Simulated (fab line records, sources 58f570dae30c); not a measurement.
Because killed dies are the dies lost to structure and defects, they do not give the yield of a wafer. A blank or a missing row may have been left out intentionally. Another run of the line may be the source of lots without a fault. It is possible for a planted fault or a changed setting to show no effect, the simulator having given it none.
A struck lot beside a sound one    flow berkeley-cmos170    14 out of 331 route steps
Sound: the wafers L417.1, L417.2, L417.6. Struck: wafers L408.1, L408.2, L408.3. The cause is named last.
Each step with rows lists, per side, the tool, then ch with its chambers, then its first start. Under that, the readings that differ: sound wafers    struck wafers    difference of the means    sigmas: that difference in standard deviations of wafers without a fault.
alike: readings with means less than 2 such deviations apart, plus words and numbers identical on both sides. not compared: withheld readings, readings lacking a value on some wafer, bounds such as >300 that could conceal the same value, and numbers that have no deviation in the record and whose values overlap.
A row with sigmas, a row that says differs or no value, or rows on one side alone: a step with any of these is where the two part. Numbers that don't overlap but have no deviation are shown without sigmas and don't part them. A reading missing from all wafers of one side parts the sides only when that side holds two or more wafers.

first, 2 steps without rows for these wafers: UCB170_GATE_PEB_10; UCB170_GATE_DEVELOP_11 (develop time 45 s).
UCB170_GATE_CD_MEAS_12 targets a cd of 350 nm.
  sound on cd-sem-01 at day 9 21:01; struck on cd-sem-01 at day 7 23:02
  alike: cd-nm
UCB170_GATE_OVL_MEAS_13:
  sound on overlay-02 at day 9 21:08; struck on overlay-01 at day 7 23:09
  alike: GATE_OVL
UCB170_GATE_ETCH_14: etches BARC in N2/H2.
  sound on rie-diel-01 ch 0,1,3, day 9 21:10; struck on rie-diel-01 ch 0,1,3, day 7 23:11
  alike: drypump-motor-current-A, oes-product-au, throttle-valve-pct
UCB170_GATE_ETCH_15: etches poly-Si in HBr/Cl2, stops on SiO2, time 56.3 s, target depth 278.2 nm.
  sound on rie-si-02 ch 0,3, day 9 21:12; struck on rie-si-01 ch 0,2,3, day 7 23:14
  alike: drypump-motor-current-A, oes-product-au, throttle-valve-pct
  not compared: rf-hours-counter-h
UCB170_GATE_STRIP_16: strips in O2.
  sound on plasma-asher-03 ch 0,1, day 9 21:15; struck on plasma-asher-02 ch 0,1, day 7 23:16
  alike: drypump-motor-current-A, oes-product-au
  not compared: rf-hours-counter-h
UCB170_GATE_CD_MEAS_90 targets a cd of 350 nm.
  sound on cd-sem-01 at day 9 21:21; struck on cd-sem-02 at day 7 23:22
  alike: cd-nm
then, 4 steps without rows for these wafers: UCB170_GATE_CLEAN_17 (cleans in SPM, time 600 s); UCB170_PLDD_HMDS_00 (prime time 60 s); UCB170_PLDD_COAT_01 (resist thk 900 nm); UCB170_PLDD_SOFTBAKE_02 (time 60 s).
UCB170_PLDD_EXPOSE_03: exposes mask PSELECT, target cd 1200 nm.
  sound on krf-scanner-02 ch 0, day 9 22:42; struck on krf-scanner-01, day 8 00:14
  no value came back on the struck wafers for exposure-dose-mJ-cm2, focus-offset-nm (nm), na, sigma-outer; on the sound wafers exposure-dose-mJ-cm2 reads 29.980 30.001 29.966
  alike: mask
next, for these wafers, 1 step has no rows: UCB170_PLDD_PEB_04.

WHERE THEY PART
Within this record, at UCB170_PLDD_EXPOSE_03 only.

WHY: what had been put in by the simulator
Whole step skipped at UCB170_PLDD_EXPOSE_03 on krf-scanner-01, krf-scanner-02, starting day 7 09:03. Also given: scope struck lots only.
